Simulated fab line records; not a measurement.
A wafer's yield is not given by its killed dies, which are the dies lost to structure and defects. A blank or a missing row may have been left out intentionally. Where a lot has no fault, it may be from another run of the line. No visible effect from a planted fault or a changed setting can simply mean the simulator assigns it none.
What tool caused it? | flow berkeley cmos170 | 14 lots with 42 wafers sampled at 6 steps, on a route of 331 steps

WHAT THE GAUGES READ, wafer by wafer
UCB170_PVT_OVL_MEAS_06. Usual: PVT_OVL gives -2 nm (standard deviation 6.1).
lot  | measured     | on         | PVT_OVL (nm) | flag
L274 | day 6 23:23  | overlay-01 | 1 2 5        |
L275 | day 6 23:40  | overlay-02 | 3 9 1        |
L277 | day 7 09:26  | overlay-02 | -11 -10 1    |
L276 | day 7 10:43  | overlay-02 | 9 7 1        |
L279 | day 7 19:47  | overlay-01 | -4 0 0       |
L280 | day 7 20:03  | overlay-01 | -3 2 0       |
L278 | day 7 20:05  | overlay-02 | 1 2 2        |
L286 | day 9 21:33  | overlay-01 | 1 -1 -3      |
L290 | day 10 19:39 | overlay-02 | -7 -12 -4    |
L288 | day 10 19:55 | overlay-01 | 15 2 6       |
L292 | day 11 05:35 | overlay-02 | 2 1 -3       |
L293 | day 11 05:55 | overlay-01 | 3 -6 2       |
L295 | day 12 00:47 | overlay-02 | -1 -1 -3     |
L294 | day 12 01:04 | overlay-01 | 4 2 4        |

UCB170_SPACER_THK_MEAS_01. Usual: SPACER_TEOS_THK gives 375 nm (standard deviation 5.1).
lot  | measured     | on            | SPACER_TEOS_THK (nm) | flag
L274 | day 7 19:55  | film metro-03 | 362 375 380          |
L275 | day 7 20:23  | film metro-02 | 378 377 386          |
L277 | day 8 06:44  | film metro-04 | 378 383 383          |
L276 | day 8 06:59  | film metro-03 | 368 374 374          |
L279 | day 8 23:07  | film metro-02 | 377 384 382          |
L280 | day 8 23:06  | film metro-03 | 376 377 380          |
L278 | day 8 23:19  | film metro-02 | 369 372 372          |
L286 | day 10 21:37 | film metro-02 | 379 379 325          |
L290 | day 11 19:54 | film metro-02 | 374 377 377          |
L288 | day 11 20:04 | film metro-03 | 381 326 383          |
L292 | day 12 00:09 | film metro-03 | 372 379 380          |
L293 | day 12 01:22 | film metro-02 | 368 372 380          |
L295 | day 13 12:22 | film metro-02 | 381 377 384          |
L294 | day 13 12:20 | film metro-04 | 371 377 378          |

UCB170_NSD_CD_MEAS_06 targets a cd of 1200 nm. Usual: 1199.9 nm for cd nm, sd 1.5.
lot  | measured     | on        | cd nm (nm)           | flag
L274 | day 8 07:02  | cd sem-02 | 1203.2 1202.8 1201.8 |
L275 | day 8 06:31  | cd sem-01 | 1200.5 1199.3 1200.7 |
L277 | day 8 20:09  | cd sem-02 | 1200.9 1200.8 1201.7 |
L276 | day 8 19:51  | cd sem-01 | 1200.2 1201.4 1200.7 |
L279 | day 9 11:01  | cd sem-01 | 1201.4 1201.6 1200.6 |
L280 | day 9 10:26  | cd sem-01 | 1198.0 1197.9 1199.8 |
L278 | day 9 11:13  | cd sem-01 | 1201.6 1200.4 1199.6 |
L286 | day 11 07:31 | cd sem-01 | 1202.9 1199.4 1202.1 |
L290 | day 12 04:59 | cd sem-02 | 1197.7 1198.5 1198.5 |
L288 | day 12 05:29 | cd sem-01 | 1198.2 1199.8 1198.4 |
L292 | day 12 06:44 | cd sem-02 | 1201.9 1200.7 1198.9 |
L293 | day 12 07:10 | cd sem-01 | 1200.1 1198.6 1199.7 |
L295 | day 13 22:34 | cd sem-01 | 1196.2 1196.3 1198.4 |
L294 | day 13 22:28 | cd sem-02 | 1199.5 1200.6 1199.6 |

UCB170_CONTACT_THK_MEAS_02. Usual: CONTACT_PSG_THK gives 701 nm (standard deviation 5.8).
lot  | measured     | on            | CONTACT_PSG_THK (nm) | flag
L274 | day 8 12:49  | film metro-01 | 701 697 703          |
L275 | day 8 11:03  | film metro-02 | 705 708 711          |
L277 | day 9 01:55  | film metro-02 | 699 707 700          |
L276 | day 9 01:12  | film metro-02 | 697 703 703          |
L279 | day 9 17:43  | film metro-03 | 703 702 702          |
L280 | day 9 17:42  | film metro-01 | 694 690 690          |
L278 | day 9 17:46  | film metro-01 | 686 689 697          |
L286 | day 11 12:48 | film metro-02 | 696 696 701          |
L290 | day 12 09:17 | film metro-03 | 705 704 700          |
L288 | day 12 11:04 | film metro-03 | 705 705 705          |
L292 | day 12 12:14 | film metro-03 | 692 689 694          |
L293 | day 12 12:50 | film metro-01 | 699 697 697          |
L295 | day 14 03:31 | film metro-01 | 705 709 705          |
L294 | day 14 02:56 | film metro-03 | 704 711 702          |

TOOL THAT RAN EACH LOT (tool first, then ch and the chambers of the sampled wafers, then the start)
lot  | UCB170_SPACER_CVD_00            | UCB170_SPACER_ETCHBACK_03
L274 | pecvd-04 ch 0,1,2, day 7 19:53  | rie diel-03 ch 1,2,3, day 8 03:33
L275 | pecvd-01 ch 0,1,2, day 7 20:20  | rie diel-01 ch 1,2,3, day 8 03:33
L277 | pecvd-01 ch 1,2, day 8 06:41    | rie diel-03 ch 1,2, day 8 16:28
L276 | pecvd-04 ch 0,2, day 8 06:56    | rie diel-02 ch 2,3, day 8 16:28
L279 | pecvd-01 ch 0,1,2, day 8 23:04  | rie diel-01 ch 1,2, day 9 07:59
L280 | pecvd-03 ch 0,1,2, day 8 23:04  | rie diel-03 ch 0,2,3, day 9 07:59
L278 | pecvd-04 ch 0,1,2, day 8 23:16  | rie diel-02 ch 0,1, day 9 07:59
L286 | pecvd-03 ch 0,1,2, day 10 21:34 | rie diel-01 ch 1,2, day 11 04:45
L290 | pecvd-04 ch 0,2, day 11 19:51   | rie diel-03 ch 0,1,3, day 12 00:01
L288 | pecvd-03 ch 0,1,2, day 11 20:01 | rie diel-01 ch 1,2,3, day 12 00:05
L292 | pecvd-01 ch 0,1,2, day 12 00:06 | rie diel-03 ch 0,2, day 12 03:10
L293 | pecvd-04 ch 1,2, day 12 01:19   | rie diel-02 ch 0,2, day 12 03:10
L295 | pecvd-01 ch 0,1,2, day 13 12:19 | rie diel-01 ch 0,1,3, day 13 16:16
L294 | pecvd-04 ch 0,1,2, day 13 12:17 | rie diel-03 ch 0,1, day 13 16:16
- UCB170_SPACER_CVD_00: deposits SiO2 from TEOS/O2, target thk 376 nm, time 47 s.
- UCB170_SPACER_ETCHBACK_03: etches SiO2 in CHF3/CF4/Ar, stops on Si, target depth 376 nm, time 100 s.

AS READ BY THE TOOLS THEMSELVES (means over the sampled wafers that have a number; for cases with no such wafer, the mark the record gives instead)
UCB170_SPACER_CVD_00. Usual: 279 W for heater power w, sd 73.
lot  | tool     | heater power w (W) | flag
L274 | pecvd-04 | 246                |
L275 | pecvd-01 | 246                |
L277 | pecvd-01 | 306                |
L276 | pecvd-04 | 292                |
L279 | pecvd-01 | 234                |
L280 | pecvd-03 | 368                |
L278 | pecvd-04 | 241                |
L286 | pecvd-03 | 343                |
L290 | pecvd-04 | 297                |
L288 | pecvd-03 | 338                |
L292 | pecvd-01 | 252                |
L293 | pecvd-04 | 306                |
L295 | pecvd-01 | 251                |
L294 | pecvd-04 | 262                |

UCB170_SPACER_ETCHBACK_03. Usual: drypump motor current A 5.72 A, standard deviation 0.3; oes product au 0.899 a.u., standard deviation 0.014; throttle valve pct 6.49 %, standard deviation 0.1.
lot  | tool        | drypump motor current A (A) | oes product au (a.u.) | throttle valve pct (%) | flag
L274 | rie diel-03 | 5.65                        | 0.901                 | 6.54                   |
L275 | rie diel-01 | 5.72                        | 0.903                 | 6.47                   |
L277 | rie diel-03 | 5.92                        | 0.916                 | 6.53                   |
L276 | rie diel-02 | 5.90                        | 0.893                 | 6.50                   |
L279 | rie diel-01 | 5.83                        | 0.901                 | 6.50                   |
L280 | rie diel-03 | 5.49                        | 0.914                 | 6.46                   |
L278 | rie diel-02 | 5.78                        | 0.881                 | 6.46                   |
L286 | rie diel-01 | 5.60                        | 0.867                 | 6.48                   |
L290 | rie diel-03 | 5.64                        | 0.910                 | 6.55                   |
L288 | rie diel-01 | 5.73                        | 0.877                 | 6.45                   |
L292 | rie diel-03 | 5.59                        | 0.921                 | 6.38                   |
L293 | rie diel-02 | 5.66                        | 0.890                 | 6.48                   |
L295 | rie diel-01 | 5.81                        | 0.901                 | 6.50                   |
L294 | rie diel-03 | 5.73                        | 0.910                 | 6.46                   |

THE ANSWER, worked out from the rows above alone
Rule: lot off if the mean of its wafers having a number is beyond 3 standard deviations from the usual mean. Also off: a lot with no number at a reading for which 4 or more lots have one. Where the step has rows for the other lots, those lots are counted as sound. First the gauges in route order, then the tools' own readings, where a lot's mean is used as printed above. At the first step where some lot is off, the reading lying furthest off is the one used; lots without a number count as furthest.
No lot is off on any of the readings shown, so nothing can be concluded from this.

WHAT HAD BEEN PUT IN BY THE SIMULATOR
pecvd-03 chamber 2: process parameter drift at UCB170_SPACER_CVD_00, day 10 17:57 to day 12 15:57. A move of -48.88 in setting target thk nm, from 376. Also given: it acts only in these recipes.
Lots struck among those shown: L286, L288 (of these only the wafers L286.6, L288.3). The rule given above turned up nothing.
